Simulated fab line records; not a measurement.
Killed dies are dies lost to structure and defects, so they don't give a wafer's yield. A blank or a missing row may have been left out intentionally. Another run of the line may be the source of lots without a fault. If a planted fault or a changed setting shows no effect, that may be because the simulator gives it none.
Which tool was responsible? || flow rit cmos || 36 wafers from 12 lots sampled at 4 of the route's 202 steps

WHAT THE GAUGES READ, wafer by wafer
RIT_PWELL_OVL_MEAS_06. Usual: PWELL_OVL gives 0.0 nm (standard deviation 1.2).
{"lot": "L901", "measured": "day 1 22:31", "on": "overlay-02", "PWELL_OVL (nm)": "0.1 0.6 0.5", "flag": ""}
{"lot": "L902", "measured": "day 2 02:53", "on": "overlay-02", "PWELL_OVL (nm)": "1.3 -1.1 1.7", "flag": ""}
{"lot": "L903", "measured": "day 2 07:49", "on": "overlay-01", "PWELL_OVL (nm)": "-2.2 -0.9 -0.7", "flag": ""}
{"lot": "L906", "measured": "day 2 23:26", "on": "overlay-01", "PWELL_OVL (nm)": "-0.8 0.3 0.0", "flag": ""}
{"lot": "L911", "measured": "day 4 04:27", "on": "overlay-02", "PWELL_OVL (nm)": "-1.1 -0.9 -0.6", "flag": ""}
{"lot": "L912", "measured": "day 4 05:46", "on": "overlay-01", "PWELL_OVL (nm)": "-1.1 1.3 0.5", "flag": ""}
{"lot": "L913", "measured": "day 4 09:58", "on": "overlay-01", "PWELL_OVL (nm)": "-1.6 -1.5 -0.2", "flag": ""}
{"lot": "L917", "measured": "day 5 07:10", "on": "overlay-01", "PWELL_OVL (nm)": "1.0 -0.1 1.0", "flag": ""}
{"lot": "L919", "measured": "day 5 19:37", "on": "overlay-01", "PWELL_OVL (nm)": "-0.9 -0.1 0.3", "flag": ""}
{"lot": "L920", "measured": "day 5 22:32", "on": "overlay-01", "PWELL_OVL (nm)": "2.1 1.5 2.1", "flag": ""}
{"lot": "L922", "measured": "day 6 09:35", "on": "overlay-01", "PWELL_OVL (nm)": "0.1 0.6 0.5", "flag": ""}
{"lot": "L924", "measured": "day 6 17:29", "on": "overlay-01", "PWELL_OVL (nm)": "-0.8 0.8 -1.1", "flag": ""}

RIT_NLDD_OVL_MEAS_06. Usual: NLDD_OVL gives -0.2 nm (standard deviation 1.5).
{"lot": "L901", "measured": "day 2 18:01", "on": "overlay-02", "NLDD_OVL (nm)": "0.3 1.6 0.3", "flag": ""}
{"lot": "L902", "measured": "day 2 22:08", "on": "overlay-01", "NLDD_OVL (nm)": "-2.0 -0.2 -0.1", "flag": ""}
{"lot": "L903", "measured": "day 3 04:13", "on": "overlay-01", "NLDD_OVL (nm)": "2.5 1.8 1.0", "flag": ""}
{"lot": "L906", "measured": "day 3 19:18", "on": "overlay-01", "NLDD_OVL (nm)": "1.3 1.7 1.4", "flag": ""}
{"lot": "L911", "measured": "day 5 08:19", "on": "overlay-02", "NLDD_OVL (nm)": "1.1 1.0 0.6", "flag": ""}
{"lot": "L912", "measured": "day 5 05:46", "on": "overlay-02", "NLDD_OVL (nm)": "-1.3 -2.3 -1.5", "flag": ""}
{"lot": "L913", "measured": "day 5 08:34", "on": "overlay-01", "NLDD_OVL (nm)": "-1.8 -0.9 -1.3", "flag": ""}
{"lot": "L917", "measured": "day 6 06:15", "on": "overlay-01", "NLDD_OVL (nm)": "1.5 2.0 0.0", "flag": ""}
{"lot": "L919", "measured": "day 6 15:47", "on": "overlay-02", "NLDD_OVL (nm)": "-4.2 -3.3 -2.6", "flag": ""}
{"lot": "L920", "measured": "day 6 18:58", "on": "overlay-02", "NLDD_OVL (nm)": "1.3 -0.9 -0.2", "flag": ""}
{"lot": "L922", "measured": "day 7 04:12", "on": "overlay-02", "NLDD_OVL (nm)": "-3.4 -1.4 -1.1", "flag": ""}
{"lot": "L924", "measured": "day 7 12:16", "on": "overlay-02", "NLDD_OVL (nm)": "-1.9 -3.1 -2.5", "flag": ""}

EACH LOT AND THE TOOL THAT RAN IT (in order: tool; ch and the chambers of the sampled wafers; start)
{"lot": "L901", "RIT_ACTIVE_STRIP_14": "plasma asher-03 ch 0,1, day 1 15:33", "RIT_NRETRO_IMPLANT_08": "implanter-04 ch 0, day 2 06:10"}
{"lot": "L902", "RIT_ACTIVE_STRIP_14": "plasma asher-03 ch 0,1, day 1 19:58", "RIT_NRETRO_IMPLANT_08": "implanter-04 ch 0, day 2 10:10"}
{"lot": "L903", "RIT_ACTIVE_STRIP_14": "plasma asher-04 ch 1, day 2 00:58", "RIT_NRETRO_IMPLANT_08": "implanter-01 ch 0, day 2 15:15"}
{"lot": "L906", "RIT_ACTIVE_STRIP_14": "plasma asher-03 ch 0,1, day 2 16:33", "RIT_NRETRO_IMPLANT_08": "implanter-01 ch 0, day 3 06:43"}
{"lot": "L911", "RIT_ACTIVE_STRIP_14": "plasma asher-04 ch 1, day 3 18:43", "RIT_NRETRO_IMPLANT_08": "implanter-01 ch 0, day 4 11:45"}
{"lot": "L912", "RIT_ACTIVE_STRIP_14": "plasma asher-04 ch 0, day 3 22:41", "RIT_NRETRO_IMPLANT_08": "implanter-04 ch 0, day 4 13:11"}
{"lot": "L913", "RIT_ACTIVE_STRIP_14": "plasma asher-04 ch 1, day 4 02:58", "RIT_NRETRO_IMPLANT_08": "implanter-01 ch 0, day 4 18:19"}
{"lot": "L917", "RIT_ACTIVE_STRIP_14": "plasma asher-04 ch 1, day 4 23:51", "RIT_NRETRO_IMPLANT_08": "implanter-04 ch 0, day 5 15:26"}
{"lot": "L919", "RIT_ACTIVE_STRIP_14": "plasma asher-04 ch 0,1, day 5 12:30", "RIT_NRETRO_IMPLANT_08": "implanter-04 ch 0, day 6 03:46"}
{"lot": "L920", "RIT_ACTIVE_STRIP_14": "plasma asher-02 ch 0,1, day 5 15:29", "RIT_NRETRO_IMPLANT_08": "implanter-03 ch 0, day 6 07:03"}
{"lot": "L922", "RIT_ACTIVE_STRIP_14": "plasma asher-02 ch 0,1, day 6 02:10", "RIT_NRETRO_IMPLANT_08": "implanter-03 ch 0, day 6 16:48"}
{"lot": "L924", "RIT_ACTIVE_STRIP_14": "plasma asher-03 ch 0,1, day 6 10:18", "RIT_NRETRO_IMPLANT_08": "implanter-03 ch 0, day 7 00:42"}
- RIT_ACTIVE_STRIP_14: strips in O2, time 180 s.
- RIT_NRETRO_IMPLANT_08

WHAT THE TOOLS THEMSELVES READ (means of the sampled wafers that have a number; where no wafer has one, the mark that the record gives instead)
RIT_ACTIVE_STRIP_14. Usual: drypump motor current A 5.8 A, standard deviation 0.48; rf refl power W 7.0 W, standard deviation 1.6.
{"lot": "L901", "tool": "plasma asher-03", "drypump motor current A (A)": 5.4, "rf refl power W (W)": 7.0, "flag": ""}
{"lot": "L902", "tool": "plasma asher-03", "drypump motor current A (A)": 5.5, "rf refl power W (W)": 7.0, "flag": ""}
{"lot": "L903", "tool": "plasma asher-04", "drypump motor current A (A)": 6.3, "rf refl power W (W)": 4.8, "flag": ""}
{"lot": "L906", "tool": "plasma asher-03", "drypump motor current A (A)": 5.8, "rf refl power W (W)": 7.4, "flag": ""}
{"lot": "L911", "tool": "plasma asher-04", "drypump motor current A (A)": 6.3, "rf refl power W (W)": 4.8, "flag": ""}
{"lot": "L912", "tool": "plasma asher-04", "drypump motor current A (A)": 5.9, "rf refl power W (W)": 9.8, "flag": ""}
{"lot": "L913", "tool": "plasma asher-04", "drypump motor current A (A)": 6.3, "rf refl power W (W)": 4.7, "flag": ""}
{"lot": "L917", "tool": "plasma asher-04", "drypump motor current A (A)": 6.3, "rf refl power W (W)": 4.8, "flag": ""}
{"lot": "L919", "tool": "plasma asher-04", "drypump motor current A (A)": 6.0, "rf refl power W (W)": 8.0, "flag": ""}
{"lot": "L920", "tool": "plasma asher-02", "drypump motor current A (A)": 5.4, "rf refl power W (W)": 6.2, "flag": ""}
{"lot": "L922", "tool": "plasma asher-02", "drypump motor current A (A)": 5.8, "rf refl power W (W)": 7.0, "flag": ""}
{"lot": "L924", "tool": "plasma asher-03", "drypump motor current A (A)": 5.8, "rf refl power W (W)": 7.4, "flag": ""}

RIT_NRETRO_IMPLANT_08. Usual: tilt deg 7.001 degrees, standard deviation 0.022.
{"lot": "L901", "tool": "implanter-04", "tilt deg (degrees)": 6.996, "flag": ""}
{"lot": "L902", "tool": "implanter-04", "tilt deg (degrees)": 7.005, "flag": ""}
{"lot": "L903", "tool": "implanter-01", "tilt deg (degrees)": 6.993, "flag": ""}
{"lot": "L906", "tool": "implanter-01", "tilt deg (degrees)": 6.992, "flag": ""}
{"lot": "L911", "tool": "implanter-01", "tilt deg (degrees)": 7.821, "flag": "OFF"}
{"lot": "L912", "tool": "implanter-04", "tilt deg (degrees)": 7.030, "flag": ""}
{"lot": "L913", "tool": "implanter-01", "tilt deg (degrees)": 7.774, "flag": "OFF"}
{"lot": "L917", "tool": "implanter-04", "tilt deg (degrees)": 7.006, "flag": ""}
{"lot": "L919", "tool": "implanter-04", "tilt deg (degrees)": 6.976, "flag": ""}
{"lot": "L920", "tool": "implanter-03", "tilt deg (degrees)": 7.003, "flag": ""}
{"lot": "L922", "tool": "implanter-03", "tilt deg (degrees)": 6.999, "flag": ""}
{"lot": "L924", "tool": "implanter-03", "tilt deg (degrees)": 7.006, "flag": ""}

THE ANSWER, worked out from the rows above alone
Rule: a lot counts as off when the mean over its wafers that have a number is more than 3 standard deviations away from the usual mean. A lot without any number at a reading at which 4 lots or more have one is off too. All remaining lots with rows at the step are treated as sound. Order of review: gauges by route order, followed by the tools' own readings, for which a lot's mean as printed above is used. At the first step where some lot is off, the reading lying furthest off is the one used; lots without a number count as furthest.
Off at RIT_NRETRO_IMPLANT_08 (tilt deg): L911, L913.
If a tool, at that step or one of the process steps before it, ran each lot that is off and ran no sound lot following the first of them, it fits. One fits: implanter-01 at RIT_NRETRO_IMPLANT_08. A fault onset in the window from L906 (day 3 06:43, its last sound lot) to L911 (day 4 11:45, its first lot off) fits.
The tool's own readings at RIT_NRETRO_IMPLANT_08 bear it out: on the lots that are off they differ by more than 5 times the standard deviation of the sound lots' means. tilt deg reads 7.797 degrees there against 7.001 degrees on the sound lots.

WHAT THE SIMULATOR HAD INSERTED
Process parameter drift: implanter-01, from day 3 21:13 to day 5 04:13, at RIT_NRETRO_IMPLANT_08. Setting tilt deg, moved by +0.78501, from 7. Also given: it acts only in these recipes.
Lots struck among those shown: L911, L913. This agrees with what the rule above found.
